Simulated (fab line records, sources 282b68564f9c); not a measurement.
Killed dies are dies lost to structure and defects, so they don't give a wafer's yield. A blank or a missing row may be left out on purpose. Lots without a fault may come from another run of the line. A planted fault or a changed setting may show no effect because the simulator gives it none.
fab line records | flow rit_cmos
record lots=12 wafers=36 last_day=7
route steps=202 shown ACTIVE@1 PWELL@49 NRETRO@62 GATE@84 M1@202
lots that met no fault: from a run of the same line without faults
start_h: hours from the record's first day to the start of the lot's first wafer shown | wait_h: hours since the lot's step before | " the same as in the row above | L1.1+2: a row that stands for several wafers | - no value, or no start given | * or withheld: withheld | < > ~ a bound
route shown NAME@n: a module of which the file shows steps, and the number in the route of the first | usual: mean/standard deviation of fault-free wafers | same: alike in all rows | chamber/n: place in a boat | sites: the reading at each site | _std_site: their standard deviation | _edge_site: outer sites' mean less inner sites' | radius_mm: how far each site lies from the wafer's centre | mask NAME#n: copy n | behind: the tool/chamber that last shaped the wafer | hold: why the lot was held/for how many hours/how that ended | device: the transistor (n, p or np) that didn't switch | end of line: the same wafers' tests at the end of the route | a step without rows: its recipe alone | killed: dies lost to structure and defects at the first sort, not the wafer's yield | map: a wafer's dies, x killed, . not, _ none there
set.NAME: the setting as run; set.NAME@STEP: as run at that earlier step | model.NAME: the simulator's own value behind a step, which no gauge read
steps of the route over a sample of lots; a table a step, a row a wafer
services: from which hour (start_h, from the record's first day; less than 0 if before it) a tool's chamber was out of use, for how many hours, and why
## steps
# step RIT_ACTIVE_BOW_MEAS_00
# recipe mode=bow
# usual INCOMING_BOW=0/5.6
# columns lot.wafer tool chamber start_h wait_h INCOMING_BOW[um]
L273.3 film_metro-03 - 10.04 - 2
L273.4 " - " " 8
L273.6 " - " " -1
L274.2 film_metro-01 - 15.02 - 6
L274.4 " - " " 3
L274.6 " - " " -6
L275.1 film_metro-03 - 20.00 - 4
L275.3 " - " " -4
L275.6 " - " " -11
L276.1 film_metro-03 - 25.00 - 0
L276.3 " - " " 0
L276.6 " - " " -4
L277.1 film_metro-03 - 30.00 - -3
L277.5 " - " " 4
L277.6 " - " " 9
L282.3 film_metro-03 - 55.04 - -8
L282.4 " - " " 3
L282.6 " - " " 7
L283.1 film_metro-03 - 60.00 - -3
L283.3 " - " " 3
L283.6 " - " " 3
L284.2 film_metro-01 - 65.02 - -6
L284.3 " - " " 0
L284.6 " - " " -7
L286.2 film_metro-02 - 75.02 - -2
L286.5 " - " " 5
L286.6 " - " " 6
L291.1 film_metro-01 - 100.00 - -1
L291.4 " - " " -8
L291.5 " - " " -5
L294.1 film_metro-01 - 115.00 - 0
L294.3 " - " " 5
L294.5 " - " " 7
L295.1 film_metro-02 - 120.00 - -5
L295.2 " - " " -9
L295.4 " - " " -3
# step RIT_PWELL_TW_MEAS_10
# usual PWELL_TW=954/7.6
# columns lot.wafer tool chamber start_h wait_h PWELL_TW
L273.3 film_metro-01 - 25.35 0.1 955
L273.4 " - " " 961
L273.6 " - " " 960
L274.2 film_metro-04 - 32.60 0.1 958
L274.4 " - " " 955
L274.6 " - " " 955
L275.1 film_metro-01 - 36.22 0.1 957
L275.3 " - " " 953
L275.6 " - " " 951
L276.1 film_metro-01 - 39.16 0.1 951
L276.3 " - " " 958
L276.6 " - " " 950
L277.1 film_metro-04 - 43.82 0.1 965
L277.5 " - " " 957
L277.6 " - " " 958
L283.1 film_metro-01 - 76.65 0.1 959
L283.3 " - " " 962
L283.6 " - " " 965
L282.3 film_metro-04 - 76.94 0.1 955
L282.4 " - " " 953
L282.6 " - " " 953
L284.2 film_metro-01 - 83.53 0.1 963
L284.3 " - " " 966
L284.6 " - " " 962
L286.2 film_metro-01 - 88.88 0.1 966
L286.5 " - " " 962
L286.6 " - " " 956
L291.1 film_metro-04 - 115.03 0.1 964
L291.4 " - " " 962
L291.5 " - " " 955
L294.1 film_metro-04 - 129.24 0.1 955
L294.3 " - " " 957
L294.5 " - " " 952
L295.1 film_metro-02 - 137.48 0.1 938
L295.2 " - " " 942
L295.4 " - " " 937
# step RIT_NRETRO_STRIP_09
# recipe chemistry=O2 time_s=180 resist=NOVOLAK platen_temp_c=withheld power_w=500 pressure_mtorr=4000 o2_flow_sccm=4000
# usual drypump_motor_current_A=5.66/0.27
# columns lot.wafer tool chamber start_h wait_h drypump_motor_current_A rf_hours_counter_h
L273.3 plasma_asher-04 1 32.54 0.1 5.67 -
L273.4 " 0 " " 5.42 -
L273.6 " 1 " " 5.67 -
L274.2 plasma_asher-04 1 39.96 0.1 5.65 38
L274.4 " 0 " " 5.43 -
L274.6 " 0 " " 5.43 -
L275.1 plasma_asher-03 0 44.07 0.1 5.99 26
L275.3 " 0 " " 6.03 -
L275.6 " 0 " " 6.01 -
L276.1 plasma_asher-03 0 46.44 0.1 6.03 26
L276.3 " 0 " " 5.98 -
L276.6 " 1 " " 5.32 -
L277.1 plasma_asher-01 1 51.44 0.1 5.55 39
L277.5 " 0 " " 6.04 -
L277.6 " 1 " " 5.52 -
L283.1 plasma_asher-03 0 84.28 0.1 6.03 30
L283.3 " 1 " " 5.32 -
L283.6 " 0 " " 6.01 -
L282.3 plasma_asher-04 0 84.41 0.1 5.44 -
L282.4 " 1 " " 5.61 -
L282.6 " 0 " " 5.42 -
L284.2 plasma_asher-01 1 90.41 0.1 5.56 43
L284.3 " 1 " " 5.58 -
L284.6 " 1 " " 5.55 -
L286.2 plasma_asher-01 1 96.86 0.1 5.56 44
L286.5 " 1 " " 5.57 -
L286.6 " 0 " " 6.04 -
L291.1 plasma_asher-04 0 121.75 0.1 5.45 47
L291.4 " 1 " " 5.63 -
L291.5 " 0 " " 5.42 -
L294.1 plasma_asher-03 0 138.54 0.1 5.97 36
L294.3 " 0 " " 5.95 -
L294.5 " 1 " " 5.33 -
L295.1 plasma_asher-04 1 144.31 0.1 5.65 49
L295.2 " 0 " " 5.42 49
L295.4 " 0 " " 5.40 -
# step RIT_GATE_CVD_08
# recipe material=poly-Si target_thk_nm=250 temp_c=610 precursor=SiH4 time_s=2220 pressure_mtorr=300 sih4_flow_sccm=100
# usual pressure_mtorr=299.9/0.58 zone_power_centre_pct=26.1/2.6
# columns lot.wafer tool chamber start_h wait_h pressure_mtorr zone_power_centre_pct
L273.3 lpcvd-02 0 37.67 0.3 299.8 27.1
L273.4 " 0 " " 299.5 27.1
L273.6 " 0 " " 300.2 27.4
L274.2 lpcvd-02 1 45.25 0.0 299.6 29.1
L274.4 " 1 " " 299.2 29.4
L274.6 " 1 " " 300.1 29.2
L275.1 lpcvd-02 1 48.45 0.1 299.9 29.0
L275.3 " 1 " " 300.1 29.1
L275.6 " 1 " " 299.2 29.2
L276.1 lpcvd-01 0 50.51 0.4 299.7 22.5
L276.3 " 0 " " 300.7 22.8
L276.6 " 0 " " 300.3 22.5
L277.1 lpcvd-02 0 60.59 0.1 300.7 26.8
L277.5 " 0 " " 299.7 27.2
L277.6 " 0 " " 299.7 26.7
L283.1 lpcvd-02 0 90.28 0.1 299.3 27.6
L283.3 " 0 " " 299.5 27.2
L283.6 " 0 " " 298.9 27.1
L282.3 lpcvd-02 0 92.92 0.0 299.8 27.1
L282.4 " 0 " " 298.9 27.2
L282.6 " 0 " " 300.0 27.3
L284.2 lpcvd-02 0 95.38 0.0 300.7 27.7
L284.3 " 0 " " 300.2 27.5
L284.6 " 0 " " 300.2 27.0
L286.2 lpcvd-01 0 104.97 1.2 239.1 22.4
L286.5 " 0 " " 239.1 22.6
L286.6 " 0 " " 239.7 22.8
L291.1 lpcvd-02 0 129.58 0.1 300.6 27.4
L291.4 " 0 " " 300.5 27.4
L291.5 " 0 " " 299.8 27.2
L294.1 lpcvd-02 1 149.81 0.1 298.7 29.4
L294.3 " 1 " " 300.5 29.5
L294.5 " 1 " " 299.7 29.2
L295.1 lpcvd-02 0 154.53 0.1 299.9 27.5
L295.2 " 0 " " 300.2 27.3
L295.4 " 0 " " 300.1 27.4
# step RIT_GATE_THK_MEAS_09
# recipe reads=poly-Si_of_GATE_CVD_08
# usual GATE_POLY_THK=249.9/2.2
# columns lot.wafer tool chamber start_h wait_h GATE_POLY_THK[nm]
L273.3 film_metro-03 - 39.30 0.0 252.2
L273.4 " - " " 252.1
L273.6 " - " " 252.5
L274.2 film_metro-03 - 47.68 0.0 254.7
L274.4 " - " " 253.8
L274.6 " - " " 253.0
L275.1 film_metro-02 - 50.88 0.0 252.6
L275.3 " - " " 251.4
L275.6 " - " " 251.7
L276.1 film_metro-04 - 52.13 0.0 249.7
L276.3 " - " " 247.2
L276.6 " - " " 248.6
L277.1 film_metro-04 - 62.20 0.0 246.2
L277.5 " - " " 246.7
L277.6 " - " " 244.0
L283.1 film_metro-02 - 91.90 0.0 249.6
L283.3 " - " " 252.3
L283.6 " - " " 251.7
L282.3 film_metro-04 - 94.56 0.0 249.3
L282.4 " - " " 249.1
L282.6 " - " " 249.9
L284.2 film_metro-02 - 97.00 0.0 252.5
L284.3 " - " " 251.0
L284.6 " - " " 250.3
L286.2 film_metro-02 - 106.59 0.0 224.9
L286.5 " - " " 222.6
L286.6 " - " " 223.4
L291.1 film_metro-03 - 131.19 0.0 249.9
L291.4 " - " " 247.5
L291.5 " - " " 247.4
L294.1 film_metro-04 - 151.43 0.0 252.5
L294.3 " - " " 250.9
L294.5 " - " " 249.8
L295.1 film_metro-02 - 156.15 0.0 252.3
L295.2 " - " " 253.1
L295.4 " - " " 252.8
# step RIT_GATE_ETCH_19
# recipe chemistry=SF6/CHF3/O2 time_s=165 SF6_flow_sccm=30 CHF3_flow_sccm=30 O2_flow_sccm=5 target=poly-Si pressure_mtorr=40 rf_w=160 target_depth_a=3125 over_etch_frac=0.25 stop_on=SiO2
# usual drypump_motor_current_A=5.9/0.64 oes_product_au=0.847/0.015 throttle_valve_pct=10.27/0.16
# columns lot.wafer tool chamber start_h wait_h drypump_motor_current_A oes_product_au rf_hours_counter_h throttle_valve_pct
L273.3 rie_si-02 0 40.62 0.1 5.2 0.856 37 10.32
L273.4 " 1 " " 5.7 0.871 51 10.53
L273.6 " 2 " " 4.8 0.873 - 10.24
L274.2 rie_si-01 0 48.89 0.1 6.3 0.837 1 10.20
L274.4 " 1 " " 5.5 0.857 28 10.14
L274.6 " 0 " " 6.3 0.831 - 10.21
L275.1 rie_si-02 0 52.10 0.1 5.2 0.853 37 10.33
L275.3 " 3 " " 6.4 0.841 1 10.26
L275.6 " 0 " " 5.2 0.855 - 10.33
L276.1 rie_si-01 2 53.47 0.1 6.2 0.848 108 9.98
L276.3 " 3 " " 6.8 0.830 1 10.42
L276.6 " 3 " " 6.8 0.826 - 10.43
L277.1 rie_si-02 3 63.42 0.1 6.4 0.844 2 10.25
L277.5 " 1 " " 5.8 0.852 - 10.51
L277.6 " 2 " " 4.8 0.845 - 10.25
L283.1 rie_si-01 2 93.31 0.1 6.2 0.860 108 10.00
L283.3 " 0 " " 6.2 0.821 2 10.22
L283.6 " 1 " " 5.5 0.851 - 10.12
L282.3 rie_si-02 1 95.88 0.1 5.7 0.854 51 10.53
L282.4 " 3 " " 6.4 0.848 2 10.24
L282.6 " 1 " " 5.8 0.868 - 10.53
L284.2 rie_si-01 2 98.23 0.1 6.2 0.861 108 10.00
L284.3 " 3 " " 6.8 0.832 1 10.44
L284.6 " 1 " " 5.5 0.851 - 10.10
L286.2 rie_si-01 0 107.92 0.1 6.2 0.764 2 10.22
L286.5 " 3 " " 6.8 0.763 - 10.44
L286.6 " 0 " " 6.2 0.753 - 10.22
L291.1 rie_si-02 1 132.53 0.1 5.8 0.870 52 10.53
L291.4 " 3 " " 6.4 0.836 2 10.25
L291.5 " 0 " " 5.2 0.833 - 10.35
L294.1 rie_si-01 3 152.77 0.1 6.8 0.837 2 10.43
L294.3 " 2 " " 6.2 0.864 108 10.01
L294.5 " 3 " " 6.8 0.829 - 10.41
L295.1 rie_si-02 1 157.43 0.1 5.8 0.865 52 10.55
L295.2 " 2 " " 4.8 0.871 52 10.26
L295.4 " 0 " " 5.2 0.858 38 10.33
# step RIT_M1_PROBE_99
# usual killed_at_contacts=0.1/0.32 killed_at_front_end=6/3.1 killed_dies=7/3.2 killed_open=3.1/1.9 killed_short=3.5/2.2
# same gross_dies=264 killed_at_M0_to_M3=0 killed_at_M4_up=0 killed_at_back_side=0 killed_at_other=0
# columns lot.wafer tool chamber start_h wait_h killed_at_contacts killed_at_front_end killed_dies killed_open killed_short
L286.2 prober-01 - 128.05 0.1 0 8 8 6 2
L286.5 prober-01 - 128.20 0.2 0 7 7 1 6
L286.6 prober-01 - 128.25 0.2 0 3 3 3 0
# killed by level:class
L286.2 GATE:geometric_particle:open=3 REOX:geometric_particle:short=2 FOX1:geometric_particle:open=1 FOX2:geometric_particle:open=1 REOX:geometric_particle:open=1
L286.5 FOX1:geometric_particle:short=2 SPACER:geometric_particle:short=2 GATE:geometric_particle:short=1 GATE:geometric_particle:open=1 REOX:geometric_particle:short=1
L286.6 GATE:geometric_particle:open=1 REOX:geometric_particle:open=1 SILICIDE:geometric_particle:open=1
## services
# columns tool chamber start_h hours kind
lpcvd-01 - 34.94 0.9 repair
plasma_asher-01 - 43.43 1.2 repair
plasma_asher-04 - 49.04 2.8 pm
plasma_asher-04 - 85.90 2.0 repair
plasma_asher-04 - 89.52 2.1 repair
plasma_asher-01 - 108.75 9.0 pm
plasma_asher-01 0 108.75 9.0 vent_cycle
plasma_asher-01 1 108.75 9.0 vent_cycle
plasma_asher-01 0 117.75 - clean
plasma_asher-01 1 117.75 - clean
lpcvd-01 - 127.38 1.0 repair
## key
first_sign step=RIT_GATE_CVD_08 reading=pressure_mtorr direction=down sigmas=99+ usual=299.9 struck=239.3
effect step=RIT_GATE_THK_MEAS_09 reading=GATE_POLY_THK direction=down sigmas=12 usual=249.9 struck=223.7
effect step=RIT_GATE_ETCH_19 reading=oes_product_au direction=down sigmas=5.7 usual=0.847 struck=0.760
met_at RIT_GATE_CVD_08
struck_lots L286
struck_wafers L286.2,L286.5,L286.6
tester_left_out L286
not_acting_at RIT_ACTIVE_BOW_MEAS_00,RIT_PWELL_TW_MEAS_10,RIT_NRETRO_STRIP_09
onset_between 50.51 104.97
fault kind=process_parameter_drift tool=lpcvd-01 chamber=0 onset_h=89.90 steps=RIT_GATE_CVD_08 channel=pressure_mtorr offset=-60 shape=step end_h=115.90 acts_in=these_recipes_only stated=300
# tester_left_out: of these lots the tester's yield and bins aren't shown, on N5 and GAA mostly nor the transistor test; their killed dies are dies lost to structure and defects alone, not to doping, threshold or leakage, so they don't give the yield
